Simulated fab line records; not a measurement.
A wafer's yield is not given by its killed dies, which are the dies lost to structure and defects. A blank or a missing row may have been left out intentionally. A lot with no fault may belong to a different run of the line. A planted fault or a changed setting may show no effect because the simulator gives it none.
Which tool was responsible?	flow berkeley-cmos170	14 lots, 42 wafers sampled, at 6 steps of a route of 331

WHAT THE GAUGES SHOWED, per wafer
UCB170_SDANNEAL_RS_MEAS_05: the measuring method here is four-point-probe.
lot	measured	on	NLDD_RS (ohm/sq)
L622	day 7 11:29	film-metro-02	619.9 620.2 618.8
L626	day 8 04:27	film-metro-01	620.1 618.7 621.3
L627	day 8 03:59	film-metro-03	615.2 616.3 615.5
L630	day 8 12:51	film-metro-02	620.4 620.5 619.9
L628	day 8 13:30	film-metro-02	621.1 621.1 619.1
L632	day 9 01:48	film-metro-02	618.8 620.4 619.2
L634	day 9 01:55	film-metro-03	616.7 618.1 617.5
L635	day 10 04:58	film-metro-01	616.9 616.8 618.4
L636	day 10 04:58	film-metro-02	621.3 619.5 620.5
L639	day 10 05:05	film-metro-03	617.1 618.3 618.2
L637	day 10 05:28	film-metro-01	620.5 617.9 619.1
L638	day 10 05:26	film-metro-02	617.6 617.2 616.5
L642	day 10 20:39	film-metro-03	618.6 617.1 618.2
L643	day 10 21:35	film-metro-01	617.7 617.9 620.1

UCB170_CONTACT_THK_MEAS_02.
lot	measured	on	CONTACT_PSG_THK (nm)
L622	day 7 14:46	film-metro-02	692 688 688
L626	day 8 06:55	film-metro-01	695 695 695
L627	day 8 06:26	film-metro-04	705 697 698
L630	day 8 15:55	film-metro-02	699 702 704
L628	day 8 18:23	film-metro-04	695 692 696
L632	day 9 05:10	film-metro-02	692 691 694
L634	day 9 05:11	film-metro-04	703 704 709
L635	day 10 09:00	film-metro-04	703 705 703
L636	day 10 07:25	film-metro-01	700 700 699
L639	day 10 09:04	film-metro-04	695 699 702
L637	day 10 09:03	film-metro-01	700 700 698
L638	day 10 09:02	film-metro-02	711 712 709
L642	day 11 02:41	film-metro-02	699 709 709
L643	day 11 02:41	film-metro-04	693 699 692

UCB170_M1_RS_MEAS_01: the measuring method here is four-point-probe.
lot	measured	on	M1_AL_RS (ohm/sq)
L622	day 7 18:46	film-metro-02	0.0482 0.0482 0.0484
L626	day 8 10:29	film-metro-03	0.0492 0.0484 0.0492
L627	day 8 09:55	film-metro-02	0.0478 0.0490 0.0490
L630	day 8 19:42	film-metro-02	0.0527 0.0524 0.0540 0.0528 0.0524 0.0540
L628	day 8 22:46	film-metro-01	0.0477 0.0482 0.0485
L632	day 9 09:11	film-metro-02	0.0548 0.0543 0.0530 0.0547 0.0544 0.0530
L634	day 9 08:33	film-metro-01	0.0484 0.0488 0.0492
L635	day 10 12:19	film-metro-01	0.0483 0.0489 0.0486
L636	day 10 11:07	film-metro-03	0.0487 0.0483 0.0482
L639	day 10 12:53	film-metro-03	0.0493 0.0487 0.0491
L637	day 10 12:20	film-metro-03	0.0481 0.0484 0.0480
L638	day 10 12:46	film-metro-02	0.0491 0.0485 0.0482
L642	day 11 06:33	film-metro-03	0.0492 0.0486 0.0488
L643	day 11 06:34	film-metro-02	0.0488 0.0483 0.0481

UCB170_M1_THK_MEAS_02: measures by xrf.
lot	measured	on	M1_AL_THK (nm)
L622	day 7 18:52	film-metro-02	612 612 614
L626	day 8 10:37	film-metro-03	589 597 590
L627	day 8 10:02	film-metro-02	617 605 603
L630	day 9 01:48	film-metro-02	560 563 547 564 561 549
L628	day 8 22:52	film-metro-01	613 603 602
L632	day 9 11:06	film-metro-02	541 542 555 538 543 557
L634	day 9 08:40	film-metro-01	607 596 593
L635	day 10 12:26	film-metro-01	604 597 599
L636	day 10 11:13	film-metro-03	598 601 604
L639	day 10 13:00	film-metro-03	589 598 592
L637	day 10 12:26	film-metro-03	605 600 605
L638	day 10 12:53	film-metro-02	600 608 608
L642	day 11 06:40	film-metro-03	592 602 599
L643	day 11 06:41	film-metro-02	597 609 609

WHAT TOOL EACH LOT RAN ON (gives the tool, then ch and the chambers of the sampled wafers, and finally the start)
lot	UCB170_SPACER_ETCHBACK_03	UCB170_M1_SPUTTER_00
L622	rie-diel-02 ch 0,2,3, day 7 03:10	pvd-sputter-04, day 7 18:41
L626	rie-diel-04 ch 0,1,2, day 7 22:21	pvd-sputter-01, day 8 10:26
L627	rie-diel-02 ch 0,1,3, day 7 22:21	pvd-sputter-04, day 8 09:50
L630	rie-diel-02 ch 0,2,3, day 8 06:40	pvd-sputter-01, day 8 19:38
L628	rie-diel-02 ch 0,1,3, day 8 06:44	pvd-sputter-02, day 8 22:40
L632	rie-diel-02 ch 0,1,3, day 8 18:54	pvd-sputter-01, day 9 09:08
L634	rie-diel-04 ch 1,3, day 8 18:54	pvd-sputter-02, day 9 08:28
L635	rie-diel-04 ch 1,2,3, day 9 21:11	pvd-sputter-04, day 10 12:14
L636	rie-diel-03 ch 0,1,2, day 9 21:11	pvd-sputter-02, day 10 11:02
L639	rie-diel-02 ch 1,2, day 9 21:11	pvd-sputter-04, day 10 12:47
L637	rie-diel-03 ch 0,1, day 9 21:15	pvd-sputter-02, day 10 12:14
L638	rie-diel-02 ch 1,2, day 9 21:15	pvd-sputter-02, day 10 12:43
L642	rie-diel-04 ch 1,2, day 10 11:42	pvd-sputter-04, day 11 06:29
L643	rie-diel-04 ch 1,2, day 10 11:47	pvd-sputter-02, day 11 06:29
- UCB170_SPACER_ETCHBACK_03: etches SiO2 in CHF3/CF4/Ar, stops on Si, target depth 376 nm, time 100 s.
- UCB170_M1_SPUTTER_00: material Al, target thk 600 nm, time 80 s.

WHAT THE TOOLS THEMSELVES READ (means of the sampled wafers that have a number; where no wafer has one, the mark that the record gives instead)
UCB170_SPACER_ETCHBACK_03.
lot	tool	CHF3_flow_sccm (sccm)	drypump-motor-current-A (A)	oes-product-au (a.u.)	throttle-valve-pct (%)
L622	rie-diel-02	49.70	5.80	0.920	6.55
L626	rie-diel-04	49.92	5.70	0.895	6.48
L627	rie-diel-02	50.03	5.74	0.885	6.53
L630	rie-diel-02	49.91	5.81	0.901	6.54
L628	rie-diel-02	49.98	5.74	0.901	6.53
L632	rie-diel-02	49.95	5.74	0.886	6.52
L634	rie-diel-04	49.87	6.17	0.887	6.31
L635	rie-diel-04	50.08	5.97	0.900	6.40
L636	rie-diel-03	50.10	5.73	0.891	6.47
L639	rie-diel-02	50.07	5.67	0.921	6.61
L637	rie-diel-03	50.05	5.64	0.886	6.47
L638	rie-diel-02	50.00	5.69	0.924	6.61
L642	rie-diel-04	49.90	5.77	0.909	6.48
L643	rie-diel-04	49.99	5.78	0.913	6.49

UCB170_M1_SPUTTER_00.
lot	tool	throttle-valve-pct (%)
L622	pvd-sputter-04	29.8
L626	pvd-sputter-01	29.5
L627	pvd-sputter-04	30.5
L630	pvd-sputter-01	30.6
L628	pvd-sputter-02	30.8
L632	pvd-sputter-01	30.3
L634	pvd-sputter-02	29.7
L635	pvd-sputter-04	29.6
L636	pvd-sputter-02	30.3
L639	pvd-sputter-04	29.8
L637	pvd-sputter-02	30.3
L638	pvd-sputter-02	29.8
L642	pvd-sputter-04	30.6
L643	pvd-sputter-02	30.3

THE ANSWER, worked out from the rows above alone
Rule: the lots themselves supply what counts as usual. Put in order of their means at a reading, lots are off if they are a third of the lots or fewer, leave a main group of 4 or more, and stand apart from it by a gap of 3 or more times the standard deviation of the main group's means; of several such gaps the widest counts. A main group whose means are all the same, to the digits that the tables above print for the reading, isn't used. Also off: a lot with no number at a reading for which 4 or more lots have one. All remaining lots with rows at the step are treated as sound. The gauges are gone through in route order, then the tools' own readings, and for those a lot's mean is taken as printed above. The first step at which some lot is off is used, and at that step the reading that is off furthest; a lot without a number counts as furthest.
Off: L630, L632, seen at UCB170_M1_RS_MEAS_01 (M1_AL_RS). The main group has a mean of 0.0486 ohm/sq with a standard deviation of 0.00029.
If a tool, at a process step before that reading, ran all the lots that are off and no sound lot after the first of them, it fits. Gauges at UCB170_M1_RS_MEAS_01: tried the same way as those tools. One fits: UCB170_M1_SPUTTER_00 on pvd-sputter-01. Its last sound lot is L626 (day 8 10:26), its first lot that is off L630 (day 8 19:38): a fault that began between those two fits.

WHAT THE SIMULATOR HAD INSERTED
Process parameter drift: pvd-sputter-01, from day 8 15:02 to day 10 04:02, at UCB170_M1_SPUTTER_00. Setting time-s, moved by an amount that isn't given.
Lots struck among those shown: L630, L632. Same finding as the rule above.
